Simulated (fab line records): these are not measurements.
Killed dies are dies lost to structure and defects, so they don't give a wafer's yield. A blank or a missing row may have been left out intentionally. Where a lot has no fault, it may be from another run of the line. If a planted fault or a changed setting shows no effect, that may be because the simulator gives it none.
A lot that was struck, set against a sound lot ; flow berkeleyCmos170 ; 8 steps out of a route of 331
Sound: wafers L905.2, L905.3, L905.5. Struck: wafers L912.1, L912.3, L912.5. The cause comes at the end.
At each step with rows: each side's tool, then ch and its chambers, then its first start. Under that, the readings that differ: sound wafers ; struck wafers ; difference of the means ; sigmas: that difference in standard deviations of wafers without a fault.
alike: a reading whose means differ by less than 2 such deviations, as well as words and numbers matching on both sides. not compared: withheld readings; readings where some wafer has no value; bounds like >300 that might hide an equal value; numbers whose values overlap and for which the record gives no deviation.
Wherever a step has rows on one side only, a row that says differs or no value, or a row with sigmas, the two part there. Numbers that don't overlap but have no deviation are shown without sigmas and don't part them. Lack of a reading on every wafer of one side parts them only where that side has two or more wafers.

UCB170_START_BOW_MEAS_00:
  sound on filmMetro-02, day 3 17:01; struck on filmMetro-01, day 5 04:00
  alike: INCOMING_BOW
then, 2 steps without rows for these wafers: UCB170_START_CLEAN_01 (cleans in dHF, time 60 s); UCB170_START_OXIDATION_02 (target thk 20 nm, ox time 1800 s).
UCB170_START_THK_MEAS_03:
  sound on filmMetro-02, day 3 22:50; struck on filmMetro-02, day 5 10:25
reading;sound;struck;difference;sigmas
START_OXIDE_THK (nm);21.6 21.5 21.3;20.8 20.8 20.6;-0.7;-2
then, 1 step without rows for these wafers: UCB170_START_ANNEAL_04 (time 1200 s).
UCB170_ZERO_HMDS_00: prime time 60 s.
  sound on lithoTrack-01 ch 0, day 4 03:16; struck on lithoTrack-01 ch 0, day 5 21:16
reading;sound;struck;difference;sigmas
primeTempC (C);100.16 100.21 100.08;97.51 97.49 97.21;-2.75;-23
  alike: resistLineTempC
then, 2 steps without rows for these wafers: UCB170_ZERO_COAT_01 (resist thk 900 nm); UCB170_M3_PROBE_99.

## WHERE THEY PART
First at UCB170_START_THK_MEAS_03; last, within this record, at UCB170_ZERO_HMDS_00.

WHY: the cause the simulator had injected
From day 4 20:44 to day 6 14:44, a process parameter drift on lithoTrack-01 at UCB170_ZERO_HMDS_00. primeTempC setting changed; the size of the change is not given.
